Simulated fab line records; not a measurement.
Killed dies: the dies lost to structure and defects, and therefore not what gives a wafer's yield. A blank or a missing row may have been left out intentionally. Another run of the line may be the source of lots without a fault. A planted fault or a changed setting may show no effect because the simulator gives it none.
Which tool is to blame? ; flow berkeley-cmos170 ; 13 lots, 39 wafers sampled, at 4 steps of a route of 331

## WHAT THE GAUGES SHOWED, per wafer
UCB170_GATE_CD_MEAS_12: the cd target is 350 nm.
lot;measured;on;cd-nm (nm)
L544;day 7 15:30;cd-sem-02;351.1 351.0 350.6
L545;day 7 20:12;cd-sem-02;350.0 349.7 349.0
L547;day 8 02:13;cd-sem-02;346.1 347.3 347.9
L552;day 8 12:10;cd-sem-02;349.4 352.0 349.8
L549;day 8 12:28;cd-sem-01;349.2 349.0 349.7
L553;day 9 03:05;cd-sem-01;348.2 348.6 347.1
L554;day 9 13:02;cd-sem-02;347.9 346.9 347.5
L558;day 10 02:38;cd-sem-02;352.6 350.3 350.9
L562;day 11 01:40;cd-sem-02;349.3 350.5 350.0
L561;day 11 01:57;cd-sem-02;351.3 350.8 351.5
L563;day 11 02:01;cd-sem-01;349.3 349.0 348.8
L565;day 11 23:47;cd-sem-01;348.6 351.6 351.0
L567;day 12 11:17;cd-sem-02;353.1 352.7 351.6

UCB170_PSD_OVL_MEAS_07.
lot;measured;on;PSD_OVL (nm)
L544;day 8 00:59;overlay-01;1 -5 -3
L545;day 8 08:03;overlay-02;1 -4 -1
L547;day 8 14:22;overlay-01;8 4 -3
L552;day 9 01:36;overlay-01;8 3 3
L549;day 9 01:38;overlay-02;-7 -4 1
L553;day 9 13:44;overlay-02;2 5 7
L554;day 9 23:22;overlay-02;-6 -4 -4
L558;day 10 15:55;overlay-02;-8 -9
L562;day 11 13:50;overlay-01;2 -1 1
L561;day 11 13:55;overlay-02;-1 2 11
L563;day 11 14:23;overlay-02;0 -7 6
L565;day 12 10:41;overlay-01;1 4 1
L567;day 13 03:07;overlay-02;4 3 1

UCB170_PSD_TW_MEAS_10.
lot;measured;on;PSD_TW
L544;day 8 01:16;film-metro-02;2337 2329 2328
L545;day 8 08:20;film-metro-04;2334 2326 2333
L547;day 8 14:40;film-metro-02;2324 2335 2331
L552;day 9 01:53;film-metro-03;2334 2350 2334
L549;day 9 01:56;film-metro-02;2331 2328 2335
L553;day 9 14:01;film-metro-03;2347 2342 2328
L554;day 9 23:38;film-metro-04;2326 2324 2323
L558;day 10 16:13;film-metro-04;2321 2329
L562;day 11 14:07;film-metro-03;2345 2340 2338
L561;day 11 14:12;film-metro-04;2334 2334 2329
L563;day 11 14:40;film-metro-04;2348 2342 2341
L565;day 12 10:59;film-metro-04;2329 2324 2335
L567;day 13 03:23;film-metro-03;2333 2330 2334

## EACH LOT AND THE TOOL THAT RAN IT (in order: tool; ch and the chambers of the sampled wafers; start)
lot;UCB170_SPACER_ETCHBACK_03
L544;rie-diel-01 ch 1,3, day 7 23:42
L545;rie-diel-04 ch 0,2,3, day 8 06:53
L547;rie-diel-04 ch 0,2,3, day 8 12:09
L552;rie-diel-02 ch 1,2,3, day 9 00:16
L549;rie-diel-01 ch 0,1,3, day 9 00:16
L553;rie-diel-02 ch 0,1,2, day 9 12:28
L554;rie-diel-04 ch 0,2,3, day 9 21:59
L558;rie-diel-02 ch 0,1,3, day 10 14:37
L562;rie-diel-01 ch 0,1,2, day 11 12:28
L561;rie-diel-02 ch 0,2,3, day 11 12:28
L563;rie-diel-01 ch 0,1, day 11 12:32
L565;rie-diel-04 ch 0,3, day 12 09:10
L567;rie-diel-04 ch 0,1,3, day 13 01:11
- UCB170_SPACER_ETCHBACK_03: etches SiO2 in CHF3/CF4/Ar, stops on Si, target depth 376 nm, time 100 s.

## WHAT THE TOOLS THEMSELVES READ (means of the sampled wafers that have a number; where no wafer has one, the mark that the record gives instead)
UCB170_SPACER_ETCHBACK_03.
lot;tool;chamber-pressure-mTorr (mTorr);drypump-motor-current-A (A);oes-product-au (a.u.);run-length-s (s);throttle-valve-pct (%)
L544;rie-diel-01;199.93;6.2;0.906;128.5;6.54
L545;rie-diel-04;200.12;5.4;0.905;128.3;6.52
L547;rie-diel-04;200.01;5.4;0.914;128.5;6.52
L552;rie-diel-02;199.84;5.3;0.897;128.1;6.56
L549;rie-diel-01;200.15;5.8;0.918;128.6;6.50
L553;rie-diel-02;200.04;5.2;0.891;128.2;6.50
L554;rie-diel-04;199.81;5.4;0.911;128.3;6.52
L558;rie-diel-02;199.78;5.2;0.933;122.5;6.55
L562;rie-diel-01;200.02;5.6;0.910;128.5;6.52
L561;rie-diel-02;200.01;5.0;0.905;128.7;6.53
L563;rie-diel-01;200.15;5.4;0.930;128.3;6.48
L565;rie-diel-04;199.78;5.6;0.917;128.2;6.55
L567;rie-diel-04;199.97;5.9;0.909;128.3;6.50

## THE ANSWER, worked out from the rows above alone
Rule: what is usual is taken from the lots themselves. Put in order of their means at a reading, lots are off if they are a third of the lots or fewer, leave a main group of 4 or more, and stand apart from it by a gap of 3 or more times the standard deviation of the main group's means; of several such gaps the widest counts. The tables above print the reading to a certain number of digits; a main group whose means all agree to those digits is not used. A lot without any number at a reading at which 4 lots or more have one is off too. Any other lot the step has rows for is counted as sound. Order of review: gauges by route order, followed by the tools' own readings, for which a lot's mean as printed above is used. The first step at which some lot is off is used, and at that step the reading that is off furthest; a lot without a number counts as furthest.
Off: L558, at UCB170_SPACER_ETCHBACK_03 (run-length-s). Mean 128.4 s and standard deviation 0.17 in the main group.
A tool fits if, at that step or a process step before it, it ran every lot that is off, and no sound lot after the first of them. Not one of the candidates tried fits.

## WHAT HAD BEEN PUT IN BY THE SIMULATOR
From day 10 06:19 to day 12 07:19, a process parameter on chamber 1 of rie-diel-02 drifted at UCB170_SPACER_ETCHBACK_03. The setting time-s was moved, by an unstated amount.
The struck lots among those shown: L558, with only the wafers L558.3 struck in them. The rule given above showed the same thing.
